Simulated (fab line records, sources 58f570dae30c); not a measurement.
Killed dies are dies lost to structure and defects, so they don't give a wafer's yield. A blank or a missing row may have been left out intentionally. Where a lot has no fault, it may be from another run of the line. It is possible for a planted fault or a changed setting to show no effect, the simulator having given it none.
A struck lot beside a sound one / flow berkeley-cmos170 / 15 out of 331 route steps
Sound: the wafers L480.1, L480.3, L480.4. Struck: wafers L485.1, L485.5 (left out: L485.6, a lot-mate that was not struck); the cause follows at the end.
For every step that has rows: the tool of each side, followed by ch and its chambers, followed by its first start. Under that, the readings that differ: sound wafers / struck wafers / difference of the means / sigmas: that difference in standard deviations of wafers without a fault.
alike: readings with means less than 2 such deviations apart, plus words and numbers identical on both sides. not compared: withheld readings, readings lacking a value on some wafer, bounds such as >300 that could conceal the same value, and numbers that have no deviation in the record and whose values overlap.
The two part at a step that has a row with sigmas, a row that says differs or no value, or rows on one side only. Non-overlapping numbers with no deviation appear without sigmas and do not part them. Lack of a reading on every wafer of one side parts them only where that side has two or more wafers.

first, 2 steps without rows for these wafers: UCB170_GATE_ANNEAL_03 (time 1800 s); UCB170_GATE_CVD_04 (deposits poly-Si from SiH4, time 1440 s, target thk 214 nm).
UCB170_GATE_THK_MEAS_05:
  sound on film-metro-04 at day 7 16:28; struck on film-metro-01 at day 9 03:51
reading=GATE_POLY_THK (nm); sound=209.7 210.5 209.0; struck=219.1 217.7; difference=+8.7; sigmas=+3
then, 6 steps without rows for these wafers: UCB170_GATE_COAT_06; UCB170_GATE_COAT_07 (resist thk 900 nm); UCB170_GATE_SOFTBAKE_08 (time 60 s); UCB170_GATE_EXPOSE_09 (exposes mask POLY, target cd 350 nm); UCB170_GATE_PEB_10; UCB170_GATE_DEVELOP_11 (develop time 45 s).
UCB170_GATE_CD_MEAS_12 targets a cd of 350 nm.
  sound on cd-sem-02 at day 7 18:28; struck on cd-sem-01 at day 9 05:58
  alike: cd-nm
UCB170_GATE_OVL_MEAS_13:
  sound on overlay-02 at day 7 18:35; struck on overlay-01 at day 9 06:05
  alike: GATE_OVL
UCB170_GATE_ETCH_14: etches BARC in N2/H2.
  sound on rie-diel-01 ch 0,1,3, day 7 18:37; struck on rie-diel-03 ch 1,2, day 9 06:07
  alike: drypump-motor-current-A, oes-product-au, throttle-valve-pct
UCB170_GATE_ETCH_15: etches poly-Si in HBr/Cl2, stops on SiO2, time 56.3 s, target depth 278.2 nm.
  sound on rie-si-01 ch 0,1,2, day 7 18:39; struck on rie-si-01 ch 2, day 9 06:10
reading=oes-product-au (a.u.); sound=0.829 0.808 0.828; struck=0.857 0.852; difference=+0.033; sigmas=+3
reading=model.KrF_of_GATE_COAT_07.thk-nm (nm); sound=780.9 783.8 779.9; struck=792.5 793.4; difference=+11.4; sigmas=
  alike: drypump-motor-current-A, throttle-valve-pct
  not compared: rf-hours-counter-h
UCB170_GATE_STRIP_16: strips in O2.
  sound on plasma-asher-01 ch 0,1, day 7 18:42; struck on plasma-asher-01 ch 1, day 9 06:13
  alike: drypump-motor-current-A, o2-flow-sccm, oes-product-au
  not compared: rf-hours-counter-h
UCB170_M3_PROBE_99:
  sound on prober-02 at day 9 08:08; struck on prober-02 at day 11 02:18
reading=model.etest.pldd.rs-ohm-sq; sound=1104 1110 1095; struck=1160 1164; difference=+59; sigmas=
reading=model.etest.nldd.rs-ohm-sq; sound=781.5 775.6 777.3; struck=796.5 795.8; difference=+18.0; sigmas=
reading=model.etest.poly-comb-over-steps.over-limit; sound=0 0 0; struck=1 1; difference=+1; sigmas=
reading=model.etest.antenna-poly.vt-shift-v (V); sound=-0.009172 -0.009176 -0.008548; struck=-0.001992 -0.005662; difference=+0.005138; sigmas=

== WHERE THEY PART ==
Last at UCB170_GATE_ETCH_15 as far as this record goes, first at UCB170_GATE_THK_MEAS_05. Later steps at which nothing parts them and some readings are alike: UCB170_GATE_STRIP_16.

WHY: whatever the simulator had introduced
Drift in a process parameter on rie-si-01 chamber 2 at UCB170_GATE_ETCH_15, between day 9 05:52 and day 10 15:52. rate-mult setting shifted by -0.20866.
